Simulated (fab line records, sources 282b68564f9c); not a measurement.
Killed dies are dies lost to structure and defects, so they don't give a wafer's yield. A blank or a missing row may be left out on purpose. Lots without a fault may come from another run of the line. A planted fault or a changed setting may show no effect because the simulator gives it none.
Which tool did it? | flow rit_cmos | 14 lots, 42 wafers sampled, at 3 steps of a route of 202

WHAT THE GAUGES READ, wafer by wafer
RIT_PRETRO_TW_MEAS_10. Usual: PRETRO_TW 471, standard deviation 3.2.
lot  | measured    | on            | PRETRO_TW   | flag
L718 | day 2 22:05 | film_metro-04 | 468 468 472 |
L719 | day 3 01:34 | film_metro-02 | 474 473 475 |
L720 | day 3 06:14 | film_metro-02 | 473 473 473 |
L725 | day 4 06:08 | film_metro-03 | 468 468 467 |
L726 | day 4 09:53 | film_metro-02 | 478 474 477 |
L728 | day 4 21:17 | film_metro-03 | 467 471 468 |
L729 | day 5 02:43 | film_metro-02 | 473 477 476 |
L730 | day 5 07:11 | film_metro-02 | 476 477 473 |
L731 | day 5 12:43 | film_metro-03 | 464 467 468 |
L733 | day 6 00:35 | film_metro-04 | 470 471 469 |
L734 | day 6 05:43 | film_metro-04 | 473 472 469 |
L736 | day 6 13:04 | film_metro-04 | 470 470 468 |
L738 | day 6 23:52 | film_metro-03 | 468 469 468 |
L739 | day 7 06:05 | film_metro-04 | 472 473 474 |

RIT_PSD_OVL_MEAS_06. Usual: PSD_OVL -0.5 nm, standard deviation 1.4.
lot  | measured    | on         | PSD_OVL (nm)   | flag
L718 | day 3 15:30 | overlay-02 | 0.5 -0.6 -1.4  |
L719 | day 3 20:19 | overlay-01 | 1.4 2.2 2.1    |
L720 | day 3 22:51 | overlay-01 | -1.4 -0.4 -0.2 |
L725 | day 5 00:20 | overlay-01 | 2.0 0.7 1.9    |
L726 | day 5 03:24 | overlay-02 | -0.2 -0.5 -0.5 |
L728 | day 5 15:43 | overlay-01 | 0.2 -1.9 0.1   |
L729 | day 5 23:29 | overlay-02 | -1.0 -0.3 -0.4 |
L730 | day 6 02:20 | overlay-01 | -0.6 -1.5 -0.3 |
L731 | day 6 06:02 | overlay-01 | -1.2 -2.8 -1.1 |
L733 | day 6 19:59 | overlay-01 | -0.1 -0.8 -0.3 |
L734 | day 6 23:04 | overlay-01 | 1.2 -0.2 -0.6  |
L736 | day 7 07:26 | overlay-01 | -0.6 -2.3 -1.7 |
L738 | day 7 20:50 | overlay-01 | 0.4 1.3 0.0    |
L739 | day 8 01:35 | overlay-01 | -0.3 -1.2 -2.5 |

RIT_SDANNEAL_RS_MEAS_07: measures by four-point-probe. Usual: NLDD_RS 151.6 ohm/sq, standard deviation 0.63.
lot  | measured    | on            | NLDD_RS (ohm/sq)  | flag
L718 | day 3 16:56 | film_metro-03 | 151.0 151.2 150.5 |
L719 | day 3 21:41 | film_metro-03 | 152.3 152.4 151.9 |
L720 | day 4 00:12 | film_metro-02 | 151.3 151.3 151.0 |
L725 | day 5 01:53 | film_metro-01 | 151.7 151.3 151.1 |
L726 | day 5 04:49 | film_metro-02 | 152.1 151.7 151.9 |
L728 | day 5 17:04 | film_metro-03 | 152.6 152.2 152.2 |
L729 | day 6 00:52 | film_metro-01 | 152.2 152.1 152.0 |
L730 | day 6 03:42 | film_metro-02 | 152.7 152.8 152.5 |
L731 | day 6 07:24 | film_metro-02 | 151.6 151.6 151.7 |
L733 | day 6 21:21 | film_metro-03 | 152.5 152.2 152.5 |
L734 | day 7 00:25 | film_metro-02 | 150.9 150.7 150.8 |
L736 | day 7 08:50 | film_metro-02 | 152.0 151.5 151.5 |
L738 | day 7 22:14 | film_metro-03 | 151.0 151.3 151.7 |
L739 | day 8 02:56 | film_metro-01 | 150.6 150.7 150.6 |

WHICH TOOL RAN EACH LOT (tool, then ch and the chambers of the sampled wafers, then the start)
The record holds no process step before these readings.

WHAT THE TOOLS THEMSELVES READ (means of the sampled wafers that have a number; where no wafer has one, the mark that the record gives instead)
The record holds no such reading with a usual standard deviation.

THE ANSWER, worked out from the rows above alone
Rule: a lot is off if the mean of its wafers that have a number lies more than 3 standard deviations from the usual mean. A lot without any number at a reading at which 4 lots or more have one is off too. The other lots that the step has rows for count as sound. The gauges are gone through in route order, then the tools' own readings, and for those a lot's mean is taken as printed above. The first step at which some lot is off is used, and at that step the reading that is off furthest; a lot without a number counts as furthest.
No lot is off at any reading shown: from this, nothing can be told.

WHAT THE SIMULATOR HAD PUT IN
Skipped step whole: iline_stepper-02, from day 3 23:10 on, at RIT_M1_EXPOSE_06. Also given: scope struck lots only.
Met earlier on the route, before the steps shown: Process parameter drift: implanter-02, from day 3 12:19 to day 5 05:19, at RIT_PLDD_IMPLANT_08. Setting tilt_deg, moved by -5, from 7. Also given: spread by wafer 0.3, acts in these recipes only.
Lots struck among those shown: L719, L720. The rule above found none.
